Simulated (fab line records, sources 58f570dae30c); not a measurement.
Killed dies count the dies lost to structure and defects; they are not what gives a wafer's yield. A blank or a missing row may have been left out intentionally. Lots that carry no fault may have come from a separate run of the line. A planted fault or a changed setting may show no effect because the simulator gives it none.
Split-lot experiment | flow berkeley cmos170 | 5 lots, 23 wafers read, on a route of 331 steps

## ON THE SPLIT
At UCB170_SILICIDE_SPUTTER_01 (material Ti, target thk 30 nm, time 25 s), the setting time s was moved away from the recipe's 25 s on 8 of the 23 wafers read, by -5.4% to +10.6%. For the rest of the wafers, this setting stayed at what the recipe calls for.

## FROM SPLIT TO READING: 1 step shown by the file between the two
- UCB170_SILICIDE_RS_MEAS_02: measures by four-point-probe

## THE READING
SILICIDE_TI_THK, in nm, at UCB170_SILICIDE_THK_MEAS_03 (measures by xrf). A value of 30.5 nm with a standard deviation of 0.42 nm is what fault-free wafers of this fab line usually give.

wafer  | tool, chamber at the split | time s as run, s | against the recipe | SILICIDE_TI_THK, nm | against lot-mates on the recipe
L074.1 | pvd sputter-01, -          | 23.65            | -5.4%              | 29.7                | -0.4
L074.2 | pvd sputter-01, -          | 23.65            | -5.4%              | 28.8                | -1.3
L074.3 | pvd sputter-01, -          | 25               | recipe             | 30.5                | -
L074.4 | pvd sputter-01, -          | 25               | recipe             | 29.7                | -
L074.5 | pvd sputter-01, -          | 23.65            | -5.4%              | 29.4                | -0.7
L078.1 | pvd sputter-03, -          | 25               | recipe             | 30.9                | -
L078.2 | pvd sputter-03, -          | 25               | recipe             | 30.4                | -
L078.6 | pvd sputter-03, -          | 25               | recipe             | 29.9                | -
L082.2 | pvd sputter-04, -          | 25               | recipe             | 29.8                | -
L082.3 | pvd sputter-04, -          | 23.91            | -4.4%              | 29.0                | -1.2
L082.4 | pvd sputter-04, -          | 23.91            | -4.4%              | 29.5                | -0.7
L082.5 | pvd sputter-04, -          | 25               | recipe             | 30.0                | -
L082.6 | pvd sputter-04, -          | 25               | recipe             | 30.7                | -
L080.1 | pvd sputter-01, -          | 25               | recipe             | 30.5                | -
L080.2 | pvd sputter-01, -          | 25               | recipe             | 30.6                | -
L080.3 | pvd sputter-01, -          | 25               | recipe             | 31.2                | -
L080.4 | pvd sputter-01, -          | 25               | recipe             | 30.0                | -
L080.6 | pvd sputter-01, -          | 25               | recipe             | 30.1                | -
L083.1 | pvd sputter-04, -          | 27.65            | +10.6%             | 33.2                | +3.0
L083.2 | pvd sputter-04, -          | 27.65            | +10.6%             | 33.4                | +3.1
L083.4 | pvd sputter-04, -          | 27.65            | +10.6%             | 33.1                | +2.9
L083.5 | pvd sputter-04, -          | 25               | recipe             | 30.1                | -
L083.6 | pvd sputter-04, -          | 25               | recipe             | 30.4                | -

THE FIT
A straight line over all 23 wafers: SILICIDE_TI_THK changes by +0.255 nm for each +1% of time s; r = +0.95; the points scatter about the line by 0.41 nm.
The same after taking each lot's own level away (the mean of its wafers on the recipe; 23 wafers): +0.248 nm for each +1%; r = +0.94; scatter 0.42 nm.
Per that fit: largest time s move, reading shift of 2.6 nm.
Measured against the standard deviation above, the lots' own levels, which go from 30.10 to 30.48 nm, span 0.9 times it.
Hence the lot-to-lot level has little effect on the slope; both slopes agree.
Check: with one of the wafers moved furthest among these (+10.6%) left out of the fit, the line predicts +2.69 nm for it against its lot-mates. Against them it came out at +2.95 nm.

## OTHER SPLITS ON THESE WAFERS
Before the reading, these wafers also passed through other splits. Each is held against what the fit with the lots' levels taken away leaves over:
other split on the same wafers    | wafers away from the commonest value | r with SILICIDE_TI_THK (lot level and that fit taken away)
UCB170_ZERO_COAT_01 resist thk nm | 7                                    | +0.15
UCB170_ZERO_DEVELOP_05 dev temp c | 11                                   | +0.02
UCB170_NVT_IMPLANT_07 energy kev  | 11                                   | -0.17
UCB170_GATE_ETCH_15 time s        | 9                                    | +0.18
UCB170_NLDD_PEB_04 peb temp c     | 6                                    | +0.32
UCB170_NLDD_IMPLANT_09 energy kev | 8                                    | +0.04
UCB170_PSD_IMPLANT_08 energy kev  | 9                                    | -0.11

## THE WHOLE CHAIN: every reading that the file lists as answering this split, in the file's order
step                        | what it does                             | reading                                                                           | change (the file's fit)               | r (the file's)
UCB170_SILICIDE_SPUTTER_01  | material Ti, target thk 30 nm, time 25 s | Ti_of_SILICIDE_SPUTTER_01.thk nm (the simulator's own value, which no gauge read) | +0.264 nm for each +1% of the setting | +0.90
UCB170_SILICIDE_RS_MEAS_02  | measures by four-point-probe             | SILICIDE_TI_RS                                                                    | -0.253 for each +1% of the setting    | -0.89
UCB170_SILICIDE_THK_MEAS_03 | measures by xrf                          | SILICIDE_TI_THK                                                                   | +0.249 for each +1% of the setting    | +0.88

## FILE'S OWN FIT
SILICIDE_TI_THK changes by +0.249 nm for each +1% of time s, r = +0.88.
